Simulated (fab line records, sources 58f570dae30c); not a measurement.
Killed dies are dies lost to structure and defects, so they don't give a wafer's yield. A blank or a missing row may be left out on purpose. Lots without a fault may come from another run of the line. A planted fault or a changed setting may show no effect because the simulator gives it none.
Problem report in the 8D (eight disciplines) form, filled by code | flow berkeley_cmos170 | the parts of the form that need people (team, actions taken, sign-off) are left out

1. THE PROBLEM
V1_TEOS_THK at UCB170_V1_THK_MEAS_01 reads a mean of 2869 nm on 3 wafers of 2 lots; wafers without a fault read 2065 nm with a standard deviation of 25. That is +32 standard deviations from the usual mean.
First seen on wafer L918.2, day 10 15:58, on film_metro-02. The record holds 42 wafers of 14 lots with a number at this step. Rule for "out", or "out of limits": more than 4 standard deviations from the usual mean. The other wafers with a number count as sound.

2. WHAT IT IS AND WHAT IT IS NOT
question                    | is                     | is not
which readings at this step | V1_TEOS_THK            | -
which lots                  | L918, L923             | L907, L908, L909, L910, L913, L914, L916, L917, L920, L921, L924, L928
which wafers of those lots  | L918.2, L923.2, L923.6 | L918.5, L918.6, L923.1
read on which gauges        | film_metro-02          | film_metro-01, film_metro-03
when                        | from day 10 15:58      | up to then (29 sound wafers); but 10 sound wafers of L917, L923, L924, L928 came after

3. SUSPECTS, AND WHAT RULES EACH OUT
Counting: a tool at a process step up to the reading stays a suspect if it ran every lot that is out. Sound lots after the first of them don't rule it out here, since some wafers of a struck lot are sound.
- the gauge at UCB170_V1_THK_MEAS_01: kept. All the wafers that are out were read on film_metro-02, and no step on other tools shows them out.
- pecvd-01 at UCB170_V1_CVD_00 (deposits SiO2 from TEOS/O2, target thk 2000 nm, time 258.4 s): kept. It ran every lot that is out, first L918 (day 10 15:47); its last sound lot up to then is L921 (day 10 12:59).
- Within pecvd-01 at UCB170_V1_CVD_00: the wafers that are out ran in chamber 0; their sound lot-mates ran in chambers 1, 2.
Left after counting: pecvd-01 at UCB170_V1_CVD_00, film_metro-02 at UCB170_V1_THK_MEAS_01.

4. THE CAUSE (what the simulator had put in)
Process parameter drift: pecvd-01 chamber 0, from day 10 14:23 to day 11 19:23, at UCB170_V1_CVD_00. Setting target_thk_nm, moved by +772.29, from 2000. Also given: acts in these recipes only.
Counting left 2 suspects, and this tool is among them.

5. THE CHAIN OF EFFECTS, in route order
Each row: a reading whose mean over the struck wafers that have a number lies more than 3 standard deviations from the usual. Only readings for which the record gives a usual standard deviation are gone through. hours: the time from each lot's start at the first step in this table that gives one to its start at this step, as a median over the lots. sigmas: the change in usual standard deviations.
hours | step                  | reading     | usual   | on struck wafers | change | sigmas
0     | UCB170_V1_THK_MEAS_01 | V1_TEOS_THK | 2065 nm | 2869             | +804   | +32
Later measuring or inspecting steps at which every struck wafer that the step has a row for has a number for every such reading, and none has moved that far: UCB170_V1_CD_MEAS_12.

6. WHAT WOULD HAVE CAUGHT IT SOONER
In this record the first reading out of limits at a measuring or inspecting step was taken at day 10 15:58, 2 hours after the fault began at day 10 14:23.
Of the tool readings at UCB170_V1_CVD_00 for which the record gives a usual standard deviation, none was out on any struck wafer, so an alarm limit of 4 standard deviations on them would not have fired.
Of the lots that are out (2), L923 began UCB170_V1_CVD_00 on pecvd-01 after day 10 15:58. A hold on the tool at that time would have spared it.
